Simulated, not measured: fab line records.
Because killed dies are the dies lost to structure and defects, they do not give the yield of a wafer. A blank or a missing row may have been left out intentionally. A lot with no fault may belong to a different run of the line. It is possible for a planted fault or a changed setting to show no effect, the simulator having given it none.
Which of the tools did it? -- flow rit_cmos -- Sampling: 13 lots, 39 wafers, 2 of 202 route steps

## WHAT EACH GAUGE READ, for each wafer
The record holds no reading of a measuring or inspecting step that can be judged against a usual standard deviation.

## WHICH TOOL RAN EACH LOT (tool, then ch and the chambers of the sampled wafers, then the start)
lot,RIT_PRETRO_EXPOSE_03,RIT_M1_PROBE_99
L330,"iline_stepper-01 ch 0, day 2 06:43",-
L332,"iline_stepper-02 ch 0, day 2 17:51",-
L333,"iline_stepper-02 ch 0, day 2 21:05",-
L334,"iline_stepper-02 ch 0, day 3 03:08",-
L336,"iline_stepper-01 ch 0, day 3 13:28",-
L337,"iline_stepper-01 ch 0, day 3 17:04","prober-01, day 4 19:00"
L338,"iline_stepper-01 ch 0, day 3 23:34",-
L339,"iline_stepper-02 ch 0, day 4 05:23","prober-01, day 5 07:46"
L340,"iline_stepper-01 ch 0, day 4 09:28",-
L341,"iline_stepper-02 ch 0, day 4 13:37","prober-01, day 5 15:26"
L346,"iline_stepper-01 ch 0, day 5 14:37",-
L349,"iline_stepper-02 ch 0, day 6 04:48","prober-01, day 7 09:26"
L353,"iline_stepper-01 ch 0, day 7 05:01","prober-01, day 8 08:28"
- RIT_PRETRO_EXPOSE_03: exposes mask M5, target cd 43700 nm.
- RIT_M1_PROBE_99

## AS READ BY THE TOOLS THEMSELVES (means over the sampled wafers that have a number; for cases with no such wafer, the mark the record gives instead)
RIT_PRETRO_EXPOSE_03.
lot,tool,reticle_temp_C (C)
L330,iline_stepper-01,22.89
L332,iline_stepper-02,23.16
L333,iline_stepper-02,23.11
L334,iline_stepper-02,22.96
L336,iline_stepper-01,23.11
L337,iline_stepper-01,23.05
L338,iline_stepper-01,22.98
L339,iline_stepper-02,23.06
L340,iline_stepper-01,22.99
L341,iline_stepper-02,22.91
L346,iline_stepper-01,22.90
L349,iline_stepper-02,23.01
L353,iline_stepper-01,22.96

RIT_M1_PROBE_99.
lot,tool,killed_at_M0_to_M3,killed_at_contacts,killed_at_front_end,killed_dies,killed_open,killed_short
L337,prober-01,0.0,0.0,12,12,5.7,6.7
L339,prober-01,0.0,0.3,5,6,3.7,2.0
L341,prober-01,0.0,0.0,10,10,5.7,4.3
L349,prober-01,0.0,0.0,6,6,3.3,2.3
L353,prober-01,0.0,0.0,8,8,4.7,3.0

## THE ANSWER, worked out from the rows above alone
Rule: the lots themselves supply what counts as usual. The widest of any qualifying gaps counts: lots, ordered by their means at a reading, are off when they make up no more than a third of the lots, leave a main group of 4 or more, and stand apart from it by 3 or more times the standard deviation of that group's means. The tables above print the reading to a certain number of digits; a main group whose means all agree to those digits is not used. A lot without any number at a reading at which 4 lots or more have one is off too. All remaining lots with rows at the step are treated as sound. First the gauges in route order, then the tools' own readings, where a lot's mean is used as printed above. The first step at which some lot is off is used, and at that step the reading that is off furthest; a lot without a number counts as furthest.
None of the lots is off at any reading shown; this tells nothing.

## WHAT THE SIMULATOR HAD INSERTED
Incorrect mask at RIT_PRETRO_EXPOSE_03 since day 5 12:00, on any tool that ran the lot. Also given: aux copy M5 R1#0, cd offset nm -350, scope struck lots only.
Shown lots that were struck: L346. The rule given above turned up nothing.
